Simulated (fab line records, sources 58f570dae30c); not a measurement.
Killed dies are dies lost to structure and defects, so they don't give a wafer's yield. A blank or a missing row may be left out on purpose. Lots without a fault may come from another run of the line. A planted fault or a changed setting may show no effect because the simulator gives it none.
fab line records | flow berkeley_cmos170
record lots=24 wafers=72 last_day=14
route steps=331 shown ACTIVE@66 CONTACT@236 V1@268 M2@288 M3@325
lots that met no fault: from a run of the same line without faults
start_h: hours from the record's first day to the start of the lot's first wafer shown | wait_h: hours since the lot's step before | " the same as in the row above | L1.1+2: a row that stands for several wafers | - no value, or no start given | * or withheld: withheld | < > ~ a bound
route shown NAME@n: a module of which the file shows steps, and the number in the route of the first | usual: mean/standard deviation of fault-free wafers | same: alike in all rows | chamber/n: place in a boat | sites: the reading at each site | _std_site: their standard deviation | _edge_site: outer sites' mean less inner sites' | radius_mm: how far each site lies from the wafer's centre | mask NAME#n: copy n | behind: the tool/chamber that last shaped the wafer | hold: why the lot was held/for how many hours/how that ended | device: the transistor (n, p or np) that didn't switch | end of line: the same wafers' tests at the end of the route | a step without rows: its recipe alone | killed: dies lost to structure and defects at the first sort, not the wafer's yield | map: a wafer's dies, x killed, . not, _ none there
set.NAME: the setting as run; set.NAME@STEP: as run at that earlier step | model.NAME: the simulator's own value behind a step, which no gauge read
steps of the route over a sample of lots; a table a step, a row a wafer
services: from which hour (start_h, from the record's first day; less than 0 if before it) a tool's chamber was out of use, for how many hours, and why
## steps
# step UCB170_ACTIVE_THK_MEAS_06
# recipe reads=Si3N4_of_ACTIVE_CVD_05
# usual ACTIVE_NITRIDE_THK=220.1/1.8
# columns lot.wafer tool chamber start_h wait_h ACTIVE_NITRIDE_THK[nm]
L076.1 film_metro-03 - 95.59 0.0 219.8
L076.2 " - " " 220.3
L076.5 " - " " 221.7
L075.2 film_metro-01 - 95.60 0.0 218.2
L075.3 " - " " 220.4
L075.5 " - " " 217.3
L074.1 film_metro-01 - 95.65 0.1 223.6
L074.3 " - " " 223.6
L074.5 " - " " 222.6
L077.1 film_metro-03 - 105.14 0.0 219.6
L077.4 " - " " 219.0
L077.5 " - " " 217.7
L078.1 film_metro-04 - 105.14 0.0 221.6
L078.4 " - " " 223.2
L078.5 " - " " 220.2
L079.1 film_metro-04 - 119.42 0.0 220.0
L079.3 " - " " 221.1
L079.4 " - " " 219.7
L080.2 film_metro-03 - 119.43 0.0 218.9
L080.4 " - " " 219.3
L080.6 " - " " 219.0
L081.2 film_metro-04 - 129.29 0.0 219.0
L081.4 " - " " 219.0
L081.5 " - " " 219.8
L082.1 film_metro-03 - 136.83 0.0 218.6
L082.2 " - " " 218.8
L082.4 " - " " 219.0
L083.1 film_metro-04 - 143.52 0.0 218.9
L083.2 " - " " 217.5
L083.5 " - " " 218.6
L084.1 film_metro-01 - 143.52 0.0 217.0
L084.2 " - " " 218.5
L084.5 " - " " 218.5
L085.1 film_metro-03 - 151.27 0.0 219.4
L085.2 " - " " 219.5
L085.6 " - " " 218.6
L086.4 film_metro-01 - 151.30 0.0 216.3
L086.5 " - " " 216.8
L086.6 " - " " 216.9
L088.1 film_metro-01 - 162.25 0.0 218.1
L088.4 " - " " 219.4
L088.6 " - " " 218.8
L087.1 film_metro-04 - 169.37 0.0 217.4
L087.2 " - " " 218.4
L087.4 " - " " 217.3
L089.2 film_metro-01 - 169.38 0.0 221.1
L089.4 " - " " 219.8
L089.6 " - " " 220.3
L090.2 film_metro-03 - 177.42 0.0 223.2
L090.3 " - " " 220.9
L090.5 " - " " 222.7
L091.1 film_metro-01 - 186.77 0.0 222.4
L091.2 " - " " 223.7
L091.4 " - " " 221.5
L092.1 film_metro-03 - 186.77 0.0 220.6
L092.3 " - " " 222.5
L092.4 " - " " 221.8
L093.2 film_metro-03 - 197.43 0.0 221.1
L093.3 " - " " 222.0
L093.4 " - " " 220.8
L094.2 film_metro-04 - 197.43 0.0 222.7
L094.4 " - " " 220.4
L094.6 " - " " 220.9
L095.3 film_metro-01 - 197.44 0.0 219.1
L095.4 " - " " 221.0
L095.5 " - " " 220.8
L096.3 film_metro-03 - 197.50 0.1 221.4
L096.4 " - " " 221.5
L096.6 " - " " 222.8
L097.2 film_metro-04 - 222.55 0.0 217.9
L097.4 " - " " 220.4
L097.6 " - " " 220.0
# step UCB170_ACTIVE_CD_MEAS_13
# recipe target_cd_nm=1200
# usual cd_nm=1200.2/1.4
# columns lot.wafer tool chamber start_h wait_h cd_nm
L075.2 cd_sem-02 - 96.78 - 1199.3
L075.3 " - " " 1199.4
L075.5 " - " " 1199.2
L076.1 cd_sem-02 - 97.28 - 1198.4
L076.2 " - " " 1199.5
L076.5 " - " " 1199.1
L074.1 cd_sem-02 - 97.40 - 1198.9
L074.3 " - " " 1200.3
L074.5 " - " " 1199.3
L078.1 cd_sem-02 - 106.99 - 1200.6
L078.4 " - " " 1201.5
L078.5 " - " " 1200.3
L077.1 cd_sem-02 - 107.23 - 1200.9
L077.4 " - " " 1201.4
L077.5 " - " " 1200.4
L079.1 cd_sem-01 - 120.70 - 1201.3
L079.3 " - " " 1200.9
L079.4 " - " " 1200.3
L080.2 cd_sem-02 - 121.02 - 1201.9
L080.4 " - " " 1202.5
L080.6 " - " " 1202.8
L081.2 cd_sem-01 - 130.20 - 1200.7
L081.4 " - " " 1199.2
L081.5 " - " " 1201.5
L082.1 cd_sem-01 - 138.22 - 1201.9
L082.2 " - " " 1201.0
L082.4 " - " " 1200.1
L083.1 cd_sem-01 - 144.55 - 1202.9
L083.2 " - " " 1201.1
L083.5 " - " " 1201.1
L084.1 cd_sem-02 - 144.70 - 1200.6
L084.2 " - " " 1198.2
L084.5 " - " " 1199.0
L085.1 cd_sem-02 - 152.60 - 1201.2
L085.2 " - " " 1201.1
L085.6 " - " " 1200.0
L086.4 cd_sem-01 - 152.97 - 1200.6
L086.5 " - " " 1201.0
L086.6 " - " " 1200.5
L088.1 cd_sem-01 - 163.33 - 1200.1
L088.4 " - " " 1200.5
L088.6 " - " " 1200.0
L089.2 cd_sem-02 - 170.91 - 1198.9
L089.4 " - " " 1198.1
L089.6 " - " " 1199.2
L087.1 cd_sem-01 - 171.15 - 1198.6
L087.2 " - " " 1198.5
L087.4 " - " " 1198.3
L090.2 cd_sem-02 - 178.80 - 1199.6
L090.3 " - " " 1201.8
L090.5 " - " " 1200.4
L092.1 cd_sem-01 - 187.89 - 1201.6
L092.3 " - " " 1201.8
L092.4 " - " " 1201.3
L091.1 cd_sem-02 - 188.13 - 1201.0
L091.2 " - " " 1200.4
L091.4 " - " " 1201.5
L093.2 cd_sem-02 - 198.63 - 1198.2
L093.3 " - " " 1199.0
L093.4 " - " " 1198.7
L095.3 cd_sem-01 - 198.73 - 1197.6
L095.4 " - " " 1195.4
L095.5 " - " " 1197.3
L094.2 cd_sem-02 - 198.95 - 1201.7
L094.4 " - " " 1201.7
L094.6 " - " " 1202.8
L096.3 cd_sem-01 - 199.25 - 1200.6
L096.4 " - " " 1199.5
L096.6 " - " " 1198.8
L097.2 cd_sem-01 - 223.65 - 1197.9
L097.4 " - " " 1200.6
L097.6 " - " " 1200.6
# step UCB170_CONTACT_CD_MEAS_90
# recipe target_cd_nm=700
# usual cd_nm=700.1/1.7
# columns lot.wafer tool chamber start_h wait_h cd_nm
L074.1 cd_sem-02 - 178.49 0.1 701.6
L074.3 " - " " 701.0
L074.5 " - " " 702.1
L075.2 cd_sem-01 - 179.47 0.1 698.0
L075.3 " - " " 699.4
L075.5 " - " " 700.1
L076.1 cd_sem-02 - 179.57 0.1 698.9
L076.2 " - " " 697.6
L076.5 " - " " 698.6
L077.1 cd_sem-01 - 194.36 0.1 701.9
L077.4 " - " " 701.2
L077.5 " - " " 701.2
L078.1 cd_sem-01 - 195.12 0.1 697.1
L078.4 " - " " 699.1
L078.5 " - " " 699.4
L080.2 cd_sem-02 - 203.36 0.1 698.5
L080.4 " - " " 699.4
L080.6 " - " " 698.2
L079.1 cd_sem-02 - 203.80 0.1 700.1
L079.3 " - " " 698.4
L079.4 " - " " 700.4
L081.2 cd_sem-02 - 214.12 0.1 701.2
L081.4 " - " " 701.2
L081.5 " - " " 702.7
L082.1 cd_sem-01 - 228.16 0.1 699.0
L082.2 " - " " 700.3
L082.4 " - " " 699.5
L085.1 cd_sem-01 - 234.81 0.1 698.3
L085.2 " - " " 700.6
L085.6 " - " " 700.8
L083.1 cd_sem-01 - 236.94 0.1 700.1
L083.2 " - " " 700.3
L083.5 " - " " 700.0
L086.4 cd_sem-01 - 237.17 0.1 700.3
L086.5 " - " " 700.1
L086.6 " - " " 700.1
L084.1 cd_sem-02 - 237.32 0.1 695.9
L084.2 " - " " 698.9
L084.5 " - " " 697.6
L088.1 cd_sem-02 - 248.32 0.1 701.9
L088.4 " - " " 700.2
L088.6 " - " " 701.6
L087.1 cd_sem-01 - 260.09 0.1 701.1
L087.2 " - " " 702.5
L087.4 " - " " 701.5
L090.2 cd_sem-01 - 264.12 0.3 701.1
L090.3 " - " " 702.1
L090.5 " - " " 700.1
L092.1 cd_sem-01 - 264.46 0.4 701.7
L092.3 " - " " 702.1
L092.4 " - " " 702.4
L091.1 cd_sem-01 - 264.58 0.4 700.3
L091.2 " - " " 698.5
L091.4 " - " " 699.7
L089.2 cd_sem-01 - 264.84 0.3 700.0
L089.4 " - " " 698.3
L089.6 " - " " 699.4
L093.2 cd_sem-02 - 291.72 0.1 698.8
L093.3 " - " " 699.1
L093.4 " - " " 697.9
L096.3 cd_sem-01 - 292.02 0.1 702.4
L096.4 " - " " 703.9
L096.6 " - " " 702.8
L094.2 cd_sem-02 - 293.90 0.1 698.0
L094.4 " - " " 700.2
L094.6 " - " " 699.6
L095.3 cd_sem-02 - 294.19 0.1 701.2
L095.4 " - " " 700.4
L095.5 " - " " 701.4
L097.2 cd_sem-02 - 319.32 0.1 700.1
L097.4 " - " " 699.5
L097.6 " - " " 700.6
# step UCB170_V1_ETCH_14
# recipe chemistry=CHF3/CF4/Ar target=SiO2 stop_on=Al CHF3_flow_sccm=45 cf4_flow_sccm=15 Ar_flow_sccm=150 pressure_mtorr=200 rf_w=714.5 target_depth_a=12500 over_etch_frac=0.25 time_s=291
# usual cf4_flow_sccm=15.00/0.044 drypump_motor_current_A=5.6/0.5 oes_product_au=0.868/0.012 throttle_valve_pct=6.98/0.12
# columns lot.wafer tool chamber start_h wait_h cf4_flow_sccm drypump_motor_current_A oes_product_au rf_hours_counter_h throttle_valve_pct
L074.1 rie_diel-02 3 183.97 0.0 15.00 6.0 0.871 119 6.85
L074.3 " 0 " " 14.96 6.8 0.881 105 7.02
L074.5 " 2 " " 14.95 5.7 0.868 - 7.02
L075.2 rie_diel-01 2 185.75 0.0 14.99 4.9 0.876 21 7.11
L075.3 " 1 " " 15.03 5.8 0.857 90 6.86
L075.5 " 0 " " 14.93 5.0 0.869 - 6.78
L076.1 rie_diel-04 1 185.92 0.0 15.08 5.4 0.882 6 7.11
L076.2 " 2 " " 15.01 5.8 0.867 64 6.83
L076.5 " 2 " " 14.99 5.8 0.866 - 6.82
L077.1 rie_diel-04 2 199.64 0.0 15.10 5.8 0.865 64 6.84
L077.4 " 3 " " 15.04 5.4 0.849 82 7.13
L077.5 " 1 " " 14.99 5.4 0.879 - 7.12
L078.1 rie_diel-02 1 200.84 0.0 15.01 5.4 0.868 39 7.00
L078.4 " 2 " " 15.03 5.7 0.866 137 7.04
L078.5 " 1 " " 14.99 5.4 0.871 - 6.99
L080.2 rie_diel-02 2 209.12 0.0 15.08 5.7 0.866 138 7.04
L080.4 " 0 " " 14.99 6.8 0.890 106 7.01
L080.6 " 3 " " 15.00 6.0 0.873 - 6.87
L079.1 rie_diel-01 2 210.33 0.0 15.01 5.0 0.884 22 7.10
L079.3 " 0 " " 15.02 5.0 0.875 8 6.79
L079.4 " 2 " " 14.98 4.9 0.883 - 7.10
L081.2 rie_diel-04 3 221.01 0.0 14.96 5.4 0.844 82 7.13
L081.4 " 1 " " 14.97 5.4 0.878 - 7.11
L081.5 " 3 " " 14.97 5.4 0.842 - 7.13
L082.1 rie_diel-01 2 233.58 0.0 14.98 5.0 0.874 23 7.10
L082.2 " 3 " " 14.99 5.5 0.852 83 7.11
L082.4 " 0 " " 15.07 5.0 0.864 9 6.79
L085.1 rie_diel-01 2 241.10 0.0 15.04 4.9 0.879 24 7.11
L085.2 " 3 " " 14.99 5.5 0.847 84 7.12
L085.6 " 3 " " 15.00 5.5 0.848 - 7.12
L083.1 rie_diel-01 1 243.37 0.0 14.91 5.8 0.847 93 6.86
L083.2 " 3 " " 15.00 5.5 0.852 84 7.11
L083.5 " 2 " " 15.01 4.9 0.879 - 7.11
L086.4 rie_diel-02 1 244.14 0.0 15.01 5.4 0.881 40 7.00
L086.5 " 0 " " 15.01 6.8 0.881 - 7.00
L086.6 " 3 " " 14.97 6.0 0.867 - 6.85
L084.1 rie_diel-04 0 244.38 0.0 14.90 6.2 0.864 138 7.00
L084.2 " 3 " " 15.01 5.4 0.844 84 7.15
L084.5 " 1 " " 15.03 5.4 0.887 - 7.11
L088.1 rie_diel-04 1 254.48 0.0 14.97 5.4 0.877 10 7.11
L088.4 " 2 " " 15.01 5.8 0.879 - 6.83
L088.6 " 3 " " 15.04 5.4 0.850 - 7.13
L087.1 rie_diel-01 0 268.15 0.0 14.99 5.0 0.864 11 6.80
L087.2 " 1 " " 14.94 5.8 0.856 94 6.87
L087.4 " 3 " " 14.91 5.5 0.856 86 7.11
L090.2 rie_diel-02 0 269.51 0.0 14.87 6.7 0.879 108 7.00
L090.3 " 1 " " 15.14 5.4 0.879 41 7.00
L090.5 " 0 " " 14.95 6.8 0.884 - 7.01
L092.1 rie_diel-01 3 271.28 0.0 14.99 5.5 0.856 86 7.10
L092.3 " 0 " " 15.05 5.0 0.878 11 6.77
L092.4 " 2 " " 15.04 4.9 0.876 25 7.12
L089.2 rie_diel-01 3 271.76 0.0 14.92 5.5 0.855 86 7.10
L089.4 " 2 " " 15.03 5.0 0.872 25 7.09
L089.6 " 3 " " 14.91 5.5 0.856 - 7.13
L091.1 rie_diel-02 3 272.00 0.0 14.94 6.0 0.875 122 6.87
L091.2 " 0 " " 15.05 6.8 0.880 108 7.00
L091.4 " 2 " " 15.02 5.7 0.867 1 7.06
L093.2 rie_diel-04 1 297.53 0.0 14.99 5.4 0.877 12 7.10
L093.3 " 3 " " 15.00 5.4 0.851 86 7.14
L093.4 " 2 " " 15.06 5.8 0.870 68 6.84
L096.3 rie_diel-02 3 298.73 0.0 15.02 6.0 0.872 123 6.86
L096.4 " 0 " " 14.96 6.8 0.882 109 7.01
L096.6 " 3 " " 14.99 6.0 0.867 - 6.85
L094.2 rie_diel-04 0 301.71 0.0 15.09 6.3 0.867 2 6.99
L094.4 " 3 " " 15.03 5.4 0.844 86 7.12
L094.6 " 1 " " 15.00 5.5 0.879 - 7.13
L095.3 rie_diel-01 0 302.14 0.0 14.98 5.0 0.867 12 6.78
L095.4 " 1 " " 15.05 5.8 0.851 96 6.86
L095.5 " 0 " " 15.00 5.0 0.870 - 6.79
L097.2 rie_diel-02 1 325.75 0.0 14.96 5.4 0.876 43 7.02
L097.4 " 1 " " 14.99 5.4 0.876 - 6.99
L097.6 " 0 " " 14.98 6.8 0.885 - 7.01
# step UCB170_M2_ETCH_17
# recipe chemistry=N2/H2 target_depth_a=withheld overetch_a=withheld target=BARC time_s=withheld source_w=500 bias_w=97.81 pressure_mtorr=30 n2_flow_sccm=100 h2_flow_sccm=200
# usual drypump_motor_current_A=6.0/0.46 oes_product_au=0.999/0.018 throttle_valve_pct=13.29/0.16
# columns lot.wafer tool chamber start_h wait_h drypump_motor_current_A oes_product_au throttle_valve_pct
L074.1 rie_diel-02 1 186.87 0.0 5.4 0.985 13.48
L074.3 " 3 " " 6.0 0.997 13.05
L074.5 " 3 " " 6.0 1.003 13.05
L075.2 rie_diel-04 3 188.54 0.0 5.4 0.956 13.60
L075.3 " 0 " " 6.3 0.997 13.32
L075.5 " 1 " " 5.4 0.991 13.59
L076.1 rie_diel-02 0 188.82 0.0 6.7 1.008 13.32
L076.2 " 1 " " 5.4 0.978 13.48
L076.5 " 1 " " 5.4 0.981 13.47
L077.1 rie_diel-04 3 202.21 0.0 5.4 0.950 13.59
L077.4 " 0 " " 6.2 0.989 13.30
L077.5 " 3 " " 5.4 0.949 13.59
L078.1 rie_diel-02 1 203.29 0.0 5.4 0.983 13.48
L078.4 " 0 " " 6.8 1.023 13.33
L078.5 " 2 " " 5.7 1.012 13.41
L080.2 rie_diel-04 2 211.57 0.0 5.8 0.985 13.16
L080.4 " 3 " " 5.4 0.953 13.60
L080.6 " 1 " " 5.4 0.979 13.57
L079.1 rie_diel-02 0 212.78 0.0 6.7 1.010 13.32
L079.3 " 1 " " 5.4 0.968 13.47
L079.4 " 2 " " 5.7 0.995 13.43
L081.2 rie_diel-03 2 223.46 0.0 6.1 1.008 13.34
L081.4 " 3 " " 6.0 1.020 13.16
L081.5 " 2 " " 6.1 1.012 13.34
L082.1 rie_diel-02 1 236.40 0.0 5.4 0.969 13.49
L082.2 " 3 " " 6.0 1.004 13.04
L082.4 " 0 " " 6.8 1.010 13.34
L085.1 rie_diel-03 1 245.66 0.0 6.8 1.020 13.13
L085.2 " 2 " " 6.0 1.019 13.31
L085.6 " 1 " " 6.8 1.010 13.13
L083.1 rie_diel-02 0 246.17 0.0 6.8 1.013 13.33
L083.2 " 2 " " 5.7 1.004 13.36
L083.5 " 3 " " 6.0 0.997 13.05
L086.4 rie_diel-03 3 247.21 0.0 6.0 1.019 13.18
L086.5 " 1 " " 6.8 1.015 13.12
L086.6 " 0 " " 5.8 0.991 13.26
L084.1 rie_diel-02 0 247.51 0.0 6.8 1.015 13.33
L084.2 " 3 " " 6.0 0.996 13.05
L084.5 " 0 " " 6.8 1.008 13.31
L088.1 rie_diel-02 3 257.05 0.0 6.0 1.001 13.05
L088.4 " 0 " " 6.8 1.016 13.34
L088.6 " 0 " " 6.8 1.007 13.33
L087.1 rie_diel-03 0 270.80 0.0 5.7 1.001 13.25
L087.2 " 1 " " 6.7 1.027 13.15
L087.4 " 3 " " 6.1 1.019 13.16
L090.2 rie_diel-03 1 272.72 0.0 6.7 1.010 13.13
L090.3 " 3 " " 6.0 1.010 13.15
L090.5 " 2 " " 6.1 1.015 13.32
L092.1 rie_diel-04 2 275.78 0.0 5.8 0.984 13.16
L092.3 " 0 " " 6.2 1.002 13.31
L092.4 " 3 " " 5.4 0.958 13.59
L089.2 rie_diel-02 0 275.90 0.0 6.8 1.019 13.33
L089.4 " 3 " " 6.0 1.006 13.04
L089.6 " 1 " " 5.4 0.973 13.46
L091.1 rie_diel-03 1 276.17 0.0 6.8 1.018 13.13
L091.2 " 2 " " 6.0 1.007 13.32
L091.4 " 3 " " 6.0 1.013 13.16
L093.2 rie_diel-03 0 301.53 0.0 5.8 0.985 13.26
L093.3 " 3 " " 6.0 1.017 13.16
L093.4 " 1 " " 6.8 1.016 13.14
L096.3 rie_diel-02 3 301.87 0.0 6.0 1.000 13.04
L096.4 " 0 " " 6.8 1.020 13.33
L096.6 " 3 " " 6.0 0.999 13.04
L094.2 rie_diel-02 1 304.74 0.0 5.4 0.973 13.48
L094.4 " 3 " " 6.0 1.002 13.04
L094.6 " 1 " " 5.4 0.976 13.48
L095.3 rie_diel-03 1 305.01 0.0 6.7 1.010 13.15
L095.4 " 2 " " 6.0 1.009 13.32
L095.5 " 3 " " 6.0 1.015 13.15
L097.2 rie_diel-03 2 328.75 0.0 6.0 1.022 13.34
L097.4 " 3 " " 6.0 1.023 13.17
L097.6 " 0 " " 5.8 0.992 13.26
# step UCB170_M3_OVL_MEAS_16
# usual M3_OVL=1/4.4
# columns lot.wafer tool chamber start_h wait_h M3_OVL[nm]
L074.1 overlay-01 - 191.78 0.1 7
L074.3 " - " " 4
L074.5 " - " " -1
L075.2 overlay-01 - 193.51 0.1 7
L075.3 " - " " 7
L075.5 " - " " 2
L076.1 overlay-02 - 193.87 0.1 -3
L076.2 " - " " 4
L076.5 " - " " -3
L077.1 overlay-01 - 207.55 0.1 10
L077.4 " - " " 17
L077.5 " - " " 13
L078.1 overlay-01 - 210.67 0.1 5
L078.4 " - " " 1
L078.5 " - " " 0
L080.2 overlay-01 - 217.29 0.1 4
L080.4 " - " " 2
L080.6 " - " " -2
L079.1 overlay-02 - 218.50 0.1 9
L079.3 " - " " 1
L079.4 " - " " 7
L081.2 overlay-02 - 229.54 0.1 4
L081.4 " - " " 3
L081.5 " - " " -3
L082.1 overlay-01 - 243.06 0.1 4
L082.2 " - " " -4
L082.4 " - " " -1
L085.1 overlay-02 - 252.11 0.1 4
L085.2 " - " " 4
L085.6 " - " " 5
L083.1 overlay-02 - 252.38 0.1 2
L083.2 " - " " -5
L083.5 " - " " 2
L086.4 overlay-01 - 253.40 0.1 2
L086.5 " - " " 2
L086.6 " - " " 4
L084.1 overlay-01 - 253.66 0.1 3
L084.2 " - " " 0
L084.5 " - " " -2
L088.1 overlay-02 - 263.74 0.1 -4
L088.4 " - " " -7
L088.6 " - " " 3
L087.1 overlay-02 - 277.10 0.1 3
L087.2 " - " " 2
L087.4 " - " " -1
L090.2 overlay-02 - 280.24 0.1 1
L090.3 " - " " -3
L090.5 " - " " 0
L092.1 overlay-02 - 282.93 0.1 1
L092.3 " - " " 5
L092.4 " - " " 4
L091.1 overlay-02 - 284.05 0.1 3
L091.2 " - " " 0
L091.4 " - " " 2
L089.2 overlay-02 - 284.33 0.1 1
L089.4 " - " " -3
L089.6 " - " " 4
L093.2 overlay-02 - 308.33 0.1 3
L093.3 " - " " 2
L093.4 " - " " 0
L096.3 overlay-02 - 308.54 0.1 -7
L096.4 " - " " 0
L096.6 " - " " -3
L094.2 overlay-01 - 311.03 0.1 0
L094.4 " - " " 3
L094.6 " - " " -8
L095.3 overlay-01 - 311.76 0.1 -3
L095.4 " - " " -1
L095.5 " - " " 6
L097.2 overlay-01 - 337.60 0.1 3
L097.4 " - " " 3
L097.6 " - " " -1
## services
# columns tool chamber start_h hours kind
rie_diel-02 0 161.47 2.1 repair
rie_diel-03 3 192.42 7.6 repair
rie_diel-03 2 199.03 16.7 repair
rie_diel-03 1 202.21 5.1 repair
rie_diel-01 3 205.07 26.3 repair
rie_diel-02 - 205.23 2.8 pm
rie_diel-04 0 218.30 11.4 repair
rie_diel-03 1 219.09 - clean
rie_diel-03 1 219.09 17.9 scheduled_down
rie_diel-03 1 219.09 17.9 vent_cycle
rie_diel-02 2 226.69 - clean
rie_diel-02 2 226.69 14.0 scheduled_down
rie_diel-02 2 226.69 14.0 vent_cycle
rie_diel-04 0 249.60 - clean
rie_diel-04 0 249.60 17.6 scheduled_down
rie_diel-04 0 249.60 17.6 vent_cycle
rie_diel-03 0 253.12 8.9 repair
rie_diel-04 - 270.41 2.8 pm
rie_diel-04 2 284.31 12.7 repair
rie_diel-02 3 307.11 - clean
rie_diel-02 3 307.11 20.5 scheduled_down
rie_diel-02 3 307.11 20.5 vent_cycle
rie_diel-02 - 316.77 0.9 repair
## key
fault none
